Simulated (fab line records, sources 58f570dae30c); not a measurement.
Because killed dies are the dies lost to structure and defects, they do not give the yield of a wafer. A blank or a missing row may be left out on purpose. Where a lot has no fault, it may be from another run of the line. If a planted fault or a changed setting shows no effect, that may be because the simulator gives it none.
Struck lot and sound lot, side by side || flow berkeley_cmos170 || 15 out of 331 route steps
Sound: wafers L438.1, L438.3, L438.5. Wafers L448.2, L448.3, L448.4 were the ones struck. The cause is given at the end.
For every step that has rows: the tool of each side, followed by ch and its chambers, followed by its first start. Under that, the readings that differ: sound wafers || struck wafers || difference of the means || sigmas: that difference in standard deviations of wafers without a fault.
alike: readings with means less than 2 such deviations apart, plus words and numbers identical on both sides. not compared: withheld readings, readings lacking a value on some wafer, bounds such as >300 that could conceal the same value, and numbers that have no deviation in the record and whose values overlap.
Wherever a step has rows on one side only, a row that says differs or no value, or a row with sigmas, the two part there. When numbers do not overlap yet have no deviation, they are printed without sigmas and do not part them. Lack of a reading on every wafer of one side parts them only where that side has two or more wafers.

first, 1 step without rows for these wafers: UCB170_CONTACT_CVD_01 (deposits PSG from SiH4/O2/PH3, target thk 700 nm, time 2820 s).
UCB170_CONTACT_THK_MEAS_02:
  sound on film_metro-04, day 8 20:52; struck on film_metro-04, day 11 00:22
{"reading": "CONTACT_PSG_THK (nm)", "sound": "692 695 692", "struck": "712 712 707", "difference": "+17", "sigmas": "+3"}
then, 3 steps without rows for these wafers: UCB170_CONTACT_HMDS_03 (prime time 60 s); UCB170_CONTACT_COAT_04 (resist thk 900 nm); UCB170_CONTACT_SOFTBAKE_05 (time 60 s).
UCB170_CONTACT_STRIP_06: strips in O2.
  sound on plasma_asher-01 ch 1, day 8 21:46; struck on plasma_asher-04 ch 0,1, day 11 01:02
  alike: drypump_motor_current_A, oes_product_au, strip_time_to_endpoint_s
  not compared: rf_hours_counter_h
then, 1 step without rows for these wafers: UCB170_CONTACT_CLEAN_07 (cleans in SPM, time 600 s).
UCB170_CONTACT_RTA_08: time 10 s.
  sound on rtp_anneal-02 ch 0, day 8 22:16; struck on rtp_anneal-02 ch 0, day 11 01:31
  alike: chamber_o2_ppm, lamp_power_pct, wafer_temp_C_max
then, 4 steps without rows for these wafers: UCB170_CONTACT_COAT_09; UCB170_CONTACT_COAT_10 (resist thk 900 nm); UCB170_CONTACT_SOFTBAKE_11 (time 60 s); UCB170_CONTACT_EXPOSE_12 (exposes mask CONT, target cd 700 nm).
UCB170_CONTACT_PEB_13:
  sound on litho_track-03 ch 0, day 8 23:02; struck on litho_track-03 ch 0, day 11 02:19
{"reading": "heater_power_total_W (W)", "sound": "56.84 56.70 56.81", "struck": "57.63 57.65 57.58", "difference": "+0.84", "sigmas": "+19"}
then, 1 step without rows for these wafers: UCB170_CONTACT_DEVELOP_14 (develop time 45 s).
UCB170_M3_PROBE_99:
  rows exist in the record for the struck wafers here (prober-01, day 12 01:02), but not for the sound ones

WHERE THEY PART
Earliest at UCB170_CONTACT_THK_MEAS_02; latest, in this record, at UCB170_M3_PROBE_99.

WHY: what had been put in by the simulator
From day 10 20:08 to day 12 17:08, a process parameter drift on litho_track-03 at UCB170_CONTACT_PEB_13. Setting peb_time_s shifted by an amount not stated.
